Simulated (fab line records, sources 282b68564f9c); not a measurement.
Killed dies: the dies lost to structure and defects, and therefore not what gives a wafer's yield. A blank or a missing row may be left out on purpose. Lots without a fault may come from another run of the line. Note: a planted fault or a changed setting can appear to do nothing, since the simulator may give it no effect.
fab line records    flow ritCmos
[record] lots = 5  wafers = 15  lastDay = 7
route steps=202 shown PLDD@122 SPACER@125 NSD@131 M1@202
lots with no fault: from the same line, run without faults
startH: hours from the record's opening day to when the first of the lot's shown wafers began    waitH: hours since the lot's step before    " unchanged from the row above    L1.1+2: a single row standing in for several wafers    - no value present, or no start provided    * or withheld: withheld    < > ~ a bound
route shown NAME@n: names a module that has steps shown in the file, with the first one's number in the route    usual: mean and standard deviation over wafers with no fault    same: alike in all rows    chamber/n: place in a boat    sites: each site's reading    _std_site: standard deviation across them    _edge_site: mean of outer sites minus mean of inner sites    radiusMm: for every site, how far away it sits from the centre of the wafer    mask NAME#n: copy n    behind: the last tool/chamber to shape the wafer    hold: why the lot went on hold/how many hours it stayed there/how the hold came to an end    device: names the non-switching transistor (n, p or np)    end of line: tests of these same wafers at the route's end    where a step has no rows: the recipe by itself    killed: at the first sort, the dies lost to defects and structure; wafer yield is something else    map: dies across one wafer; x = killed, . = not, _ = none there
set.NAME: the setting the step ran with; set.NAME@STEP: the setting that earlier step ran with    model.NAME: the simulator's own value behind a step, which no gauge read
a table for each step, a row for each wafer; lots at some steps of the route
services: from which hour (startH, from the record's first day; less than 0 if before it) a tool's chamber was out of use, for how many hours, and why
[[steps]]
[step RIT_PLDD_IMPLANT_08]
[recipe] species = BF2  energyKev = 19.81  doseCm2 = 9e+14  tiltDeg = 7
[step RIT_PLDD_STRIP_09]
[recipe] chemistry = O2  timeS = 180  resist = NOVOLAK  platenTempC = withheld  powerW = 500  pressureMtorr = 4000  o2FlowSccm = 4000
[usual] drypumpMotorCurrentA = 5.5/0.34
lot.wafer  tool            chamber  startH  waitH  drypumpMotorCurrentA  rfHoursCounterH
L270.1     plasmaAsher-02  1        50.60   0.1    5.8                   40
L270.2     "               0        "       "      5.7                   40
L270.4     "               1        "       "      5.8                   -
L277.3     plasmaAsher-01  0        84.86   0.1    5.6                   -
L277.5     "               1        "       "      6.0                   -
L277.6     "               0        "       "      5.6                   -
L279.2     plasmaAsher-04  0        93.07   0.1    5.5                   47
L279.3     "               1        "       "      5.0                   -
L279.6     "               1        "       "      4.9                   -
L288.1     plasmaAsher-04  1        141.94  0.1    4.9                   53
L288.2     "               0        "       "      5.4                   53
L288.4     "               0        "       "      5.5                   -
L290.2     plasmaAsher-04  1        151.44  0.1    5.0                   54
L290.3     "               0        "       "      5.5                   -
L290.5     "               0        "       "      5.4                   -
[step RIT_PLDD_TW_MEAS_10]
[usual] PLDD_TW = 2332/21
lot.wafer  tool          chamber  startH  waitH  PLDD_TW
L270.1     filmMetro-04  -        50.77   0.1    2345
L270.2     "             -        "       "      2335
L270.4     "             -        "       "      2342
L277.3     filmMetro-04  -        84.99   0.1    2354
L277.5     "             -        "       "      2353
L277.6     "             -        "       "      2357
L279.2     filmMetro-02  -        93.25   0.1    2297
L279.3     "             -        "       "      2302
L279.6     "             -        "       "      2306
L288.1     filmMetro-02  -        142.11  0.1    2316
L288.2     "             -        "       "      2299
L288.4     "             -        "       "      2311
L290.2     filmMetro-04  -        151.62  0.1    2347
L290.3     "             -        "       "      2358
L290.5     "             -        "       "      2346
[step RIT_SPACER_CLEAN_00]
[recipe] chemistry = SC1  mix = 3:3:50  timeS = 600  tempC = 75
[step RIT_SPACER_CLEAN_01]
[recipe] chemistry = dHF  dilution = 50:1  timeS = 30
[step RIT_SPACER_CLEAN_02]
[recipe] chemistry = SC2  mix = 3:3:50  timeS = 600  tempC = 75  dry = n2Spin
[step RIT_SPACER_CVD_03]
[recipe] material = Si3N4  targetThkNm = 250  tempC = 810  precursor = SiH2Cl2/NH3  timeS = 3300  pressureMtorr = 300  sih2cl2FlowSccm = 60  nh3FlowSccm = 150
[step RIT_SPACER_THK_MEAS_04]
[recipe] reads = Si3N4_of_SPACER_CVD_03
[usual] SPACER_NITRIDE_THK = 249.8/1.9
lot.wafer  tool          chamber  startH  waitH  SPACER_NITRIDE_THK[nm]
L270.1     filmMetro-01  -        53.12   0.0    249.5
L270.2     "             -        "       "      249.9
L270.4     "             -        "       "      249.1
L277.3     filmMetro-03  -        87.34   0.0    248.0
L277.5     "             -        "       "      249.3
L277.6     "             -        "       "      248.8
L279.2     filmMetro-01  -        95.61   0.0    248.8
L279.3     "             -        "       "      249.2
L279.6     "             -        "       "      247.9
L288.1     filmMetro-02  -        145.45  0.0    247.5
L288.2     "             -        "       "      248.8
L288.4     "             -        "       "      247.4
L290.2     filmMetro-01  -        153.97  0.0    249.6
L290.3     "             -        "       "      249.9
L290.5     "             -        "       "      251.2
[step RIT_SPACER_ETCHBACK_05]
[recipe] targetDepthA = 2500  SF6_flow_sccm = 30  CHF3_flow_sccm = 30  target = Si3N4  chemistry = SF6/CHF3  pressureMtorr = 40  rfW = 250  timeS = 240  stopOn = SiO2
[usual] drypumpMotorCurrentA = 5.5/0.36  oesProductAu = 0.843/0.015  throttleValvePct = 10.26/0.18
lot.wafer  tool        chamber  startH  waitH  drypumpMotorCurrentA  oesProductAu  rfHoursCounterH  throttleValvePct
L270.1     rieDiel-02  1        53.18   0.1    5.3                   0.848         4                10.48
L270.2     "           2        "       "      4.9                   0.815         33               10.21
L270.4     "           3        "       "      5.5                   0.837         86               10.11
L277.3     rieDiel-01  3        87.38   0.0    4.9                   0.826         0                10.16
L277.5     "           2        "       "      6.0                   0.861         -                10.03
L277.6     "           3        "       "      4.9                   0.823         -                10.17
L279.2     rieDiel-04  3        95.66   0.0    5.3                   0.845         11               10.60
L279.3     "           0        "       "      5.7                   0.852         136              10.33
L279.6     "           1        "       "      6.1                   0.841         -                10.14
L288.1     rieDiel-02  0        145.51  0.1    5.8                   0.842         111              10.33
L288.2     "           2        "       "      4.9                   0.823         35               10.19
L288.4     "           1        "       "      5.3                   0.843         6                10.46
L290.2     rieDiel-04  0        154.02  0.0    5.7                   0.847         137              10.35
L290.3     "           1        "       "      6.1                   0.851         16               10.17
L290.5     "           2        "       "      5.6                   0.827         -                9.95
[step RIT_NSD_HMDS_00]
[recipe] primeTimeS = 60  primeTempC = 140
[step RIT_NSD_COAT_01]
[recipe] resist = NOVOLAK  spinRpm = 3250  resistThkNm = 1000
[step RIT_NSD_SOFTBAKE_02]
[recipe] resist = NOVOLAK  tempC = 90  timeS = 60
[step RIT_NSD_EXPOSE_03]
[recipe] maskId = M9  na = 0.57  targetCdNm = 40700  doseMj = 250
lot.wafer   tool             chamber  startH  waitH  mask
L270.1+2+4  ilineStepper-01  0        53.78   0.1    M9#0
L277.3+5+6  ilineStepper-02  0        88.02   0.1    M9#0
L279.2+3+6  ilineStepper-01  0        96.40   0.2    M9_R1#0
L288.1+2+4  ilineStepper-01  0        146.24  0.2    M9#0
L290.2+3+5  ilineStepper-01  0        154.64  0.1    M9#0
[step RIT_NSD_PEB_04]
[recipe] resist = NOVOLAK  tempC = withheld  timeS = withheld
[step RIT_M1_PROBE_99]
[usual] killedAtContacts = 0.1/0.25  killedAtFrontEnd = 7.1/2.9  killedDies = 7.2/2.9  killedOpen = 3.6/1.9  killedShort = 3.5/1.9
[same] grossDies = 264  killed_at_M0_to_M3 = 0  killed_at_M4_up = 0  killedAtBackSide = 0  killedAtOther = 0
lot.wafer  tool       chamber  startH  waitH  killedAtContacts  killedAtFrontEnd  killedDies  killedOpen  killedShort  model.etest.selectEdgeDiodeN.leakLog10A
L270.1     prober-01  -        64.23   0.1    0                 4                 4           3           1            -10.04
L270.2     prober-01  -        64.28   0.1    0                 4                 4           3           1            -9.696
L270.4     prober-01  -        64.38   0.2    0                 7                 7           3           4            -9.974
L277.3     prober-01  -        98.22   0.2    0                 4                 4           2           2            -9.856
L277.5     prober-01  -        98.32   0.2    0                 15                15          8           7            -9.805
L277.6     prober-01  -        98.37   0.2    0                 2                 2           2           0            -9.731
L279.2     prober-01  -        107.70  0.1    1                 10                11          7           4            -9.229
L279.3     prober-01  -        107.75  0.2    0                 4                 4           3           1            -9.211
L279.6     prober-01  -        107.90  0.2    0                 12                12          8           4            -9.159
L288.1     prober-02  -        156.57  0.1    0                 6                 6           4           2            -9.708
L288.2     prober-02  -        156.62  0.1    1                 11                12          7           5            -9.685
L288.4     prober-02  -        156.72  0.2    0                 8                 8           5           3            -9.808
L290.2     prober-02  -        165.09  0.1    0                 12                12          9           3            -9.698
L290.3     prober-02  -        165.14  0.2    0                 5                 5           3           2            -9.626
L290.5     prober-02  -        165.24  0.2    0                 7                 7           3           4            -9.653
// killed by level:class
L270.1 FOX1:geometricParticle:short=1 FOX2:geometricParticle:open=1 GATE:geometricParticle:open=1 SILICIDE:geometricParticle:open=1
L270.2 ACTIVE:geometricParticle:open=1 FOX1:geometricParticle:open=1 GATE:geometricParticle:open=1 SILICIDE:geometricParticle:short=1
L270.4 FOX1:geometricParticle:short=2 GATE:geometricParticle:open=2 GATE:geometricParticle:short=1 REOX:geometricParticle:open=1 SPACER:geometricParticle:short=1
L277.3 FOX1:geometricParticle:open=1 GATE:geometricParticle:short=1 GATE:geometricParticle:open=1 REOX:geometricParticle:short=1
L277.5 GATE:geometricParticle:open=3 GATE:geometricParticle:short=2 REOX:geometricParticle:short=2 SPACER:geometricParticle:open=2 ACTIVE:geometricParticle:short=1 FOX1:geometricParticle:open=1 REOX:geometricParticle:open=1 SPACER:geometricParticle:short=1
L277.6 REOX:geometricParticle:open=1 SILICIDE:geometricParticle:open=1
L279.2 GATE:geometricParticle:open=3 GATE:geometricParticle:short=3 FOX2:geometricParticle:open=2 FOX1:geometricParticle:open=1 REOX:geometricParticle:short=1 CONTACT:geometricParticle:open=1
L279.3 GATE:geometricParticle:open=1 REOX:geometricParticle:open=1 SPACER:geometricParticle:open=1 SILICIDE:geometricParticle:short=1
L279.6 GATE:geometricParticle:open=3 SPACER:geometricParticle:open=3 GATE:geometricParticle:short=2 FOX1:geometricParticle:open=1 REOX:geometricParticle:short=1 SPACER:geometricParticle:short=1 SILICIDE:geometricParticle:open=1
L288.1 GATE:geometricParticle:open=4 REOX:geometricParticle:short=1 SPACER:geometricParticle:short=1
L288.2 FOX1:geometricParticle:open=2 GATE:geometricParticle:short=2 GATE:geometricParticle:open=2 FOX2:geometricParticle:open=1 REOX:geometricParticle:open=1 REOX:geometricParticle:short=1 SPACER:geometricParticle:open=1 SPACER:geometricParticle:short=1
L288.4 GATE:geometricParticle:open=4 FOX1:geometricParticle:open=1 FOX1:geometricParticle:short=1 SPACER:geometricParticle:short=1 SILICIDE:geometricParticle:short=1
L290.2 FOX1:geometricParticle:open=3 SILICIDE:geometricParticle:open=3 GATE:geometricParticle:short=2 GATE:geometricParticle:open=2 FOX2:geometricParticle:open=1 SILICIDE:geometricParticle:short=1
L290.3 GATE:geometricParticle:open=2 FOX2:geometricParticle:short=1 GATE:geometricParticle:short=1 SILICIDE:geometricParticle:open=1
L290.5 FOX1:geometricParticle:short=2 GATE:geometricParticle:open=2 FOX2:geometricParticle:open=1 GATE:geometricParticle:short=1 SILICIDE:geometricParticle:short=1
[[services]]
tool             chamber  startH  hours  kind
plasmaAsher-01   -        34.24   5.5    repair
rieDiel-02       2        34.72   10.8   repair
rieDiel-01       3        35.27   6.7    repair
rieDiel-01       3        44.84   -      clean
rieDiel-01       3        44.84   25.6   scheduledDown
rieDiel-01       3        44.84   25.6   ventCycle
plasmaAsher-04   -        52.02   1.9    repair
rieDiel-04       2        55.77   5.1    repair
ilineStepper-02  -        63.14   1.7    pm
ilineStepper-01  -        72.65   4.4    pm
rieDiel-01       -        107.33  0.5    repair
plasmaAsher-01   -        108.75  9.0    pm
plasmaAsher-01   0        108.75  9.0    ventCycle
plasmaAsher-01   1        108.75  9.0    ventCycle
plasmaAsher-02   -        109.32  2.8    pm
plasmaAsher-01   0        117.75  -      clean
plasmaAsher-01   1        117.75  -      clean
ilineStepper-02  -        123.64  2.7    repair
ilineStepper-02  -        145.81  4.9    repair
[[key]]
[firstSign] step = RIT_NSD_EXPOSE_03  reading = mask  direction = changed
effect none on later readings
[modelEffect] step = RIT_M1_PROBE_99  value = etest.selectEdgeDiodeN.leakLog10A  without = -9.95  struck = -9.2
metAt RIT_NSD_EXPOSE_03
struckWafers L279.2,L279.3,L279.6
testerLeftOut L279
onsetBetween 53.78 96.40
[fault] kind = wrongMask  tool = any  chamber = -  onsetH = 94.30  steps = RIT_NSD_EXPOSE_03  auxCopy = M9_R1#0  cdOffsetNm = -220  scope = struckLotsOnly
// testerLeftOut: of these lots the tester's yield and bins aren't shown, on N5 and GAA mostly nor the transistor test; their killed dies are dies lost to structure and defects alone, not to doping, threshold or leakage, so they don't give the yield
